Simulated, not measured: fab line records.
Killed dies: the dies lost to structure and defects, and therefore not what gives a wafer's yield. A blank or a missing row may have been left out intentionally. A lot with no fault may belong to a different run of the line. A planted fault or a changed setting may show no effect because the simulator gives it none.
Which of the tools did it? + flow berkeleyCmos170 + 45 wafers from 15 lots sampled at 5 of the route's 331 steps

WHAT THE GAUGES READ, wafer by wafer
UCB170_V1_THK_MEAS_01. Usual: for V1_TEOS_THK the level is 2010 nm and the standard deviation is 27.
| lot  | measured     | on           | V1_TEOS_THK (nm) | flag |
|------|--------------|--------------|------------------|------|
| L160 | day 7 09:09  | filmMetro-04 | 2007 2032 1993   |      |
| L161 | day 7 09:07  | filmMetro-03 | 2025 2014 2048   |      |
| L166 | day 8 09:11  | filmMetro-03 | 2010 2002 2031   |      |
| L165 | day 8 09:20  | filmMetro-03 | 1996 2024 1995   |      |
| L168 | day 9 04:29  | filmMetro-02 | 1968 1985 2033   |      |
| L169 | day 10 00:07 | filmMetro-04 | 2022 2032 2022   |      |
| L170 | day 10 00:17 | filmMetro-02 | 1988 2016 2065   |      |
| L173 | day 10 02:58 | filmMetro-03 | 1996 2017 2016   |      |
| L174 | day 10 02:59 | filmMetro-02 | 2005 2024 2002   |      |
| L178 | day 11 05:13 | filmMetro-04 | 2005 2026 2041   |      |
| L175 | day 11 05:31 | filmMetro-04 | 2029 1989 2056   |      |
| L176 | day 11 05:32 | filmMetro-03 | 1965 2031 1982   |      |
| L181 | day 11 14:59 | filmMetro-04 | 1974 1993 2026   |      |
| L180 | day 11 17:34 | filmMetro-02 | 1989 1989 2022   |      |
| L183 | day 11 17:33 | filmMetro-03 | 1974 2012 2008   |      |

UCB170_V2_THK_MEAS_04. Usual: for V2_POLISHED_THK the level is 1000.1 nm and the standard deviation is 1.1.
| lot  | measured     | on           | V2_POLISHED_THK (nm) | flag |
|------|--------------|--------------|----------------------|------|
| L160 | day 7 15:08  | filmMetro-02 | 998.4 999.3 999.7    |      |
| L161 | day 7 14:58  | filmMetro-01 | 1000.5 1000.5 999.6  |      |
| L166 | day 8 15:34  | filmMetro-04 | 998.2 998.9 1001.4   |      |
| L165 | day 8 16:01  | filmMetro-01 | 997.2 1000.5 999.3   |      |
| L168 | day 9 10:25  | filmMetro-02 | 999.8 998.8 999.2    |      |
| L169 | day 10 07:10 | filmMetro-01 | 998.7 1000.7 1000.9  |      |
| L170 | day 10 08:18 | filmMetro-02 | 999.0 1000.4 1000.0  |      |
| L173 | day 10 10:40 | filmMetro-02 | 999.6 1001.4 998.9   |      |
| L174 | day 10 11:12 | filmMetro-01 | 999.5 1001.1 1000.0  |      |
| L178 | day 11 10:49 | filmMetro-01 | 973.4 973.8 973.0    | OFF  |
| L175 | day 11 11:16 | filmMetro-01 | 999.9 1000.5 1001.3  |      |
| L176 | day 11 13:34 | filmMetro-04 | 975.0 973.0 973.7    | OFF  |
| L181 | day 11 23:58 | filmMetro-02 | 972.2 973.7 972.2    | OFF  |
| L180 | day 12 03:28 | filmMetro-02 | 1001.4 1000.2 1000.1 |      |
| L183 | day 12 03:11 | filmMetro-02 | 1001.8 1001.6 1000.9 |      |

WHAT TOOL EACH LOT RAN ON (gives the tool, then ch and the chambers of the sampled wafers, and finally the start)
| lot  | UCB170_V1_CVD_00                | UCB170_V2_CVD_00                | UCB170_V2_CMP_02              |
|------|---------------------------------|---------------------------------|-------------------------------|
| L160 | pecvd-01 ch 1,2, day 7 08:56    | pecvd-02 ch 1,2, day 7 14:26    | cmp-02 ch 0,1, day 7 14:43    |
| L161 | pecvd-04 ch 0,1, day 7 08:56    | pecvd-04 ch 0,1,2, day 7 14:19  | cmp-01 ch 1,2, day 7 14:35    |
| L166 | pecvd-04 ch 0,1, day 8 09:01    | pecvd-04 ch 0,1,2, day 8 14:50  | cmp-02 ch 0,2,3, day 8 15:07  |
| L165 | pecvd-01 ch 0,1,2, day 8 09:11  | pecvd-02 ch 0,1,2, day 8 15:22  | cmp-02 ch 0,2,3, day 8 15:44  |
| L168 | pecvd-01 ch 0,1,2, day 9 04:19  | pecvd-04 ch 1,2, day 9 09:37    | cmp-02 ch 1,2, day 9 10:03    |
| L169 | pecvd-01 ch 0,1,2, day 9 23:58  | pecvd-02 ch 1,2, day 10 06:32   | cmp-01 ch 0,1,2, day 10 06:50 |
| L170 | pecvd-01 ch 0,1,2, day 10 00:07 | pecvd-01 ch 0,1, day 10 07:39   | cmp-02 ch 0,3, day 10 07:55   |
| L173 | pecvd-03 ch 0,1, day 10 02:49   | pecvd-04 ch 0,1, day 10 10:02   | cmp-01 ch 2,3, day 10 10:15   |
| L174 | pecvd-01 ch 0,2, day 10 02:49   | pecvd-02 ch 0,1, day 10 10:34   | cmp-02 ch 1,3, day 10 10:46   |
| L178 | pecvd-04 ch 0,1,2, day 11 05:03 | pecvd-02 ch 0,2, day 11 10:11   | cmp-01 ch 1,2,3, day 11 10:23 |
| L175 | pecvd-04 ch 0,1,2, day 11 05:12 | pecvd-04 ch 0,1,2, day 11 10:38 | cmp-01 ch 1,2,3, day 11 10:54 |
| L176 | pecvd-01 ch 0,1,2, day 11 05:12 | pecvd-02 ch 0,1, day 11 12:56   | cmp-01 ch 1,2,3, day 11 13:14 |
| L181 | pecvd-01 ch 0,2, day 11 14:49   | pecvd-02 ch 0,2, day 11 23:16   | cmp-01 ch 0,1,2, day 11 23:29 |
| L180 | pecvd-01 ch 0,2, day 11 17:24   | pecvd-04 ch 0,1, day 12 02:49   | cmp-02 ch 0,2, day 12 03:05   |
| L183 | pecvd-04 ch 0,1,2, day 11 17:24 | pecvd-01 ch 0,2, day 12 02:33   | cmp-01 ch 1,3, day 12 02:49   |
- UCB170_V1_CVD_00: deposits SiO2 from TEOS/O2, target thk 2000 nm, time 250 s.
- UCB170_V2_CVD_00: deposits SiO2 from TEOS/O2, target thk 2000 nm, time 250 s.
- UCB170_V2_CMP_02: polishes SiO2.

AS READ BY THE TOOLS THEMSELVES (means over the sampled wafers that have a number; for cases with no such wafer, the mark the record gives instead)
UCB170_V1_CVD_00. Usual: heaterPowerW at 249 W, with a standard deviation of 49.
| lot  | tool     | heaterPowerW (W) | flag |
|------|----------|------------------|------|
| L160 | pecvd-01 | 245              |      |
| L161 | pecvd-04 | 258              |      |
| L166 | pecvd-04 | 288              |      |
| L165 | pecvd-01 | 259              |      |
| L168 | pecvd-01 | 261              |      |
| L169 | pecvd-01 | 257              |      |
| L170 | pecvd-01 | 273              |      |
| L173 | pecvd-03 | 212              |      |
| L174 | pecvd-01 | 251              |      |
| L178 | pecvd-04 | 266              |      |
| L175 | pecvd-04 | 256              |      |
| L176 | pecvd-01 | 271              |      |
| L181 | pecvd-01 | 243              |      |
| L180 | pecvd-01 | 227              |      |
| L183 | pecvd-04 | 297              |      |

UCB170_V2_CVD_00. Usual: heaterPowerW at 257 W, with a standard deviation of 53.
| lot  | tool     | heaterPowerW (W) | flag |
|------|----------|------------------|------|
| L160 | pecvd-02 | 219              |      |
| L161 | pecvd-04 | 247              |      |
| L166 | pecvd-04 | 269              |      |
| L165 | pecvd-02 | 218              |      |
| L168 | pecvd-04 | 280              |      |
| L169 | pecvd-02 | 211              |      |
| L170 | pecvd-01 | 280              |      |
| L173 | pecvd-04 | 317              |      |
| L174 | pecvd-02 | 296              |      |
| L178 | pecvd-02 | 234              |      |
| L175 | pecvd-04 | 269              |      |
| L176 | pecvd-02 | 292              |      |
| L181 | pecvd-02 | 243              |      |
| L180 | pecvd-04 | 253              |      |
| L183 | pecvd-01 | 241              |      |

UCB170_V2_CMP_02. Usual: motorCurrentA 17.0 A, standard deviation 2.5; slurryFilterDpKPa 13.50 kPa, standard deviation 0.14.
| lot  | tool   | motorCurrentA (A) | slurryFilterDpKPa (kPa) | flag |
|------|--------|-------------------|-------------------------|------|
| L160 | cmp-02 | 19.2              | 13.43                   |      |
| L161 | cmp-01 | 17.2              | 13.51                   |      |
| L166 | cmp-02 | 16.4              | 13.49                   |      |
| L165 | cmp-02 | 17.4              | 13.43                   |      |
| L168 | cmp-02 | 16.7              | 13.54                   |      |
| L169 | cmp-01 | 16.6              | 13.55                   |      |
| L170 | cmp-02 | 18.6              | 13.55                   |      |
| L173 | cmp-01 | 16.7              | 13.42                   |      |
| L174 | cmp-02 | 16.1              | 13.52                   |      |
| L178 | cmp-01 | 17.5              | 13.42                   |      |
| L175 | cmp-01 | 17.1              | 13.69                   |      |
| L176 | cmp-01 | 17.9              | 13.58                   |      |
| L181 | cmp-01 | 16.5              | 13.39                   |      |
| L180 | cmp-02 | 19.3              | 13.58                   |      |
| L183 | cmp-01 | 18.8              | 13.52                   |      |

THE ANSWER, worked out from the rows above alone
Rule: a lot counts as off when the mean over its wafers that have a number is more than 3 standard deviations away from the usual mean. A lot without any number at a reading at which 4 lots or more have one is off too. Any other lot the step has rows for is counted as sound. First the gauges in route order, then the tools' own readings, where a lot's mean is used as printed above. The first step at which some lot is off is used, and at that step the reading that is off furthest; a lot without a number counts as furthest.
Off: L178, L176, L181, seen at UCB170_V2_THK_MEAS_04 (V2_POLISHED_THK).
A tool fits if, at a process step before that reading, it ran every lot that is off, and no sound lot after the first of them. Those tools and the gauges at UCB170_V2_THK_MEAS_04 are tried in the same way. One candidate fits, namely pecvd-02 at UCB170_V2_CVD_00. Its last sound lot is L174 (day 10 10:34), its first lot that is off L178 (day 11 10:11): a fault that began between those two fits.

WHAT HAD BEEN PUT IN BY THE SIMULATOR
Site profile drift: pecvd-02, from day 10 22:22 on, at UCB170_V2_CVD_00. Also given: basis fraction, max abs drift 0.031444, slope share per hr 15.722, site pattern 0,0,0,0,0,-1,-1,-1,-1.
Shown lots that were struck: L178, L176, L181. Same finding as the rule above.
